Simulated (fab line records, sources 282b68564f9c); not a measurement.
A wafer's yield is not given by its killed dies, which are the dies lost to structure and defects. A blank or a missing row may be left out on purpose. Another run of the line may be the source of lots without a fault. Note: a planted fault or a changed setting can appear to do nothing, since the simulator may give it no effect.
Comparing a struck lot with a sound one ; flow rit cmos ; 44 out of 202 route steps
Sound: these wafers, L923.1, L923.4, L923.5. The struck wafers were L916.3, L916.5, L916.6. Last of all comes the cause.
At each step with rows: each side's tool, then ch and its chambers, then its first start. Under that, the readings that differ: sound wafers ; struck wafers ; difference of the means ; sigmas: that difference in standard deviations of wafers without a fault.
alike: words and numbers the same on both sides, and readings whose means are apart by under 2 such deviations; not compared: readings that were withheld, readings missing a value for some wafer, numbers with overlapping values and no deviation given by the record, and bounds like >300 which may hide the same value.
The two part at a step that has a row with sigmas, a row that says differs or no value, or rows on one side only. Numbers that have no deviation but don't overlap get no sigmas and don't part them. A reading missing from all wafers of one side parts the sides only when that side holds two or more wafers.

first, 3 steps without rows for these wafers: RIT_REOX_CLEAN_01 (cleans in dHF, time 30 s); RIT_REOX_CLEAN_02 (cleans in SC2, time 600 s); RIT_REOX_OXIDATION_03 (target thk 25.2 nm, ox time 5580 s).
RIT_REOX_THK_MEAS_04:
  sound on film metro-04, day 5 15:04; struck on film metro-03, day 4 03:55
reading;sound;struck;difference;sigmas
REOX_OXIDE_THK (nm);26.4 26.4 26.8;25.1 25.4 25.1;-1.3;-2
then, 6 steps without rows for these wafers: RIT_NLDD_HMDS_00 (prime time 60 s); RIT_NLDD_COAT_01 (resist thk 1000 nm); RIT_NLDD_SOFTBAKE_02 (time 60 s); RIT_NLDD_EXPOSE_03 (exposes mask M7, target cd 40700 nm); RIT_NLDD_PEB_04; RIT_NLDD_DEVELOP_05 (develop time 50 s).
RIT_NLDD_OVL_MEAS_06:
  sound on overlay-01, day 5 16:05; struck on overlay-01, day 4 04:49
  alike: NLDD_OVL
then, 1 step without rows for these wafers: RIT_NLDD_HARDBAKE_07 (time 60 s).
RIT_NLDD_IMPLANT_08:
  sound on implanter-01 ch 0, day 5 16:22; struck on implanter-04 ch 0, day 4 05:02
reading;sound;struck;difference;sigmas
dose ions cm2;4.998e+14 4.997e+14 5.004e+14;4.762e+14 4.774e+14 4.764e+14;-2.330e+13;-43
RIT_NLDD_STRIP_09: strips in O2, time 180 s.
  sound on plasma asher-02 ch 0,1, day 5 16:31; struck on plasma asher-02 ch 0,1, day 4 05:12
  alike: drypump motor current A, rf refl power W
  not compared: rf hours counter h
RIT_NLDD_TW_MEAS_10:
  sound on film metro-02, day 5 16:41; struck on film metro-03, day 4 05:20
reading;sound;struck;difference;sigmas
NLDD_TW;2519 2521 2523;2457 2475 2449;-61;-4
then, 6 steps without rows for these wafers: RIT_PLDD_HMDS_00 (prime time 60 s); RIT_PLDD_COAT_01 (resist thk 1000 nm); RIT_PLDD_SOFTBAKE_02 (time 60 s); RIT_PLDD_EXPOSE_03 (exposes mask M8, target cd 40900 nm); RIT_PLDD_PEB_04; RIT_PLDD_DEVELOP_05 (develop time 50 s).
RIT_PLDD_OVL_MEAS_06:
  sound on overlay-02, day 5 17:36; struck on overlay-01, day 4 06:22
  alike: PLDD_OVL
then, 2 steps without rows for these wafers: RIT_PLDD_HARDBAKE_07 (time 60 s); RIT_PLDD_IMPLANT_08.
RIT_PLDD_STRIP_09: strips in O2, time 180 s.
  sound on plasma asher-03 ch 0,1, day 5 17:56; struck on plasma asher-04 ch 0,1, day 4 06:44
  alike: drypump motor current A, rf refl power W
  not compared: rf hours counter h
RIT_PLDD_TW_MEAS_10:
  sound on film metro-02, day 5 18:07; struck on film metro-02, day 4 06:53
  alike: PLDD_TW
then, 4 steps without rows for these wafers: RIT_SPACER_CLEAN_00 (cleans in SC1, time 600 s); RIT_SPACER_CLEAN_01 (cleans in dHF, time 30 s); RIT_SPACER_CLEAN_02 (cleans in SC2, time 600 s); RIT_SPACER_CVD_03 (deposits Si3N4 from SiH2Cl2/NH3, target thk 250 nm, time 3300 s).
RIT_SPACER_THK_MEAS_04:
  sound on film metro-02, day 5 20:29; struck on film metro-04, day 4 11:38
reading;sound;struck;difference;sigmas
SPACER_NITRIDE_THK (nm);247.7 248.0 247.5;254.8 252.4 256.5;+6.8;+2
RIT_SPACER_ETCHBACK_05: etches Si3N4 in SF6/CHF3, stops on SiO2, target depth 250 nm, time 240 s.
  sound on rie diel-04 ch 0,3, day 5 20:33; struck on rie diel-01 ch 1,2, day 4 11:40
  alike: drypump motor current A, oes product au, rf fwd power W, throttle valve pct
  not compared: rf hours counter h
then, 6 steps without rows for these wafers: RIT_NSD_HMDS_00 (prime time 60 s); RIT_NSD_COAT_01 (resist thk 1000 nm); RIT_NSD_SOFTBAKE_02 (time 60 s); RIT_NSD_EXPOSE_03 (exposes mask M9, target cd 40700 nm); RIT_NSD_PEB_04; RIT_NSD_DEVELOP_05 (develop time 52.14 s).
RIT_NSD_OVL_MEAS_06:
  sound on overlay-02, day 5 21:40; struck on overlay-01, day 4 12:49
  alike: NSD_OVL
then, 2 steps without rows for these wafers: RIT_NSD_HARDBAKE_07 (time 60 s); RIT_NSD_IMPLANT_08.
RIT_NSD_STRIP_09: strips in O2, time 180 s.
  sound on plasma asher-01 ch 0,1, day 5 22:01; struck on plasma asher-02 ch 0,1, day 4 13:11
  alike: drypump motor current A, rf refl power W
  not compared: rf hours counter h
RIT_SDANNEAL_RS_MEAS_07: measures by four-point-probe.
  sound on film metro-02, day 6 00:34; struck on film metro-01, day 4 15:38
reading;sound;struck;difference;sigmas
NLDD_RS (ohm/sq);151.5 151.7 151.5;157.8 158.0 157.2;+6.1;+9
RIT_M1_PROBE_99:
  the record holds rows for the sound wafers here (prober-02, day 6 08:07) but none for the struck ones

WHERE THEY PART
At RIT_REOX_THK_MEAS_04 first; at RIT_M1_PROBE_99 last (within this record only).

WHY: the cause the simulator had injected
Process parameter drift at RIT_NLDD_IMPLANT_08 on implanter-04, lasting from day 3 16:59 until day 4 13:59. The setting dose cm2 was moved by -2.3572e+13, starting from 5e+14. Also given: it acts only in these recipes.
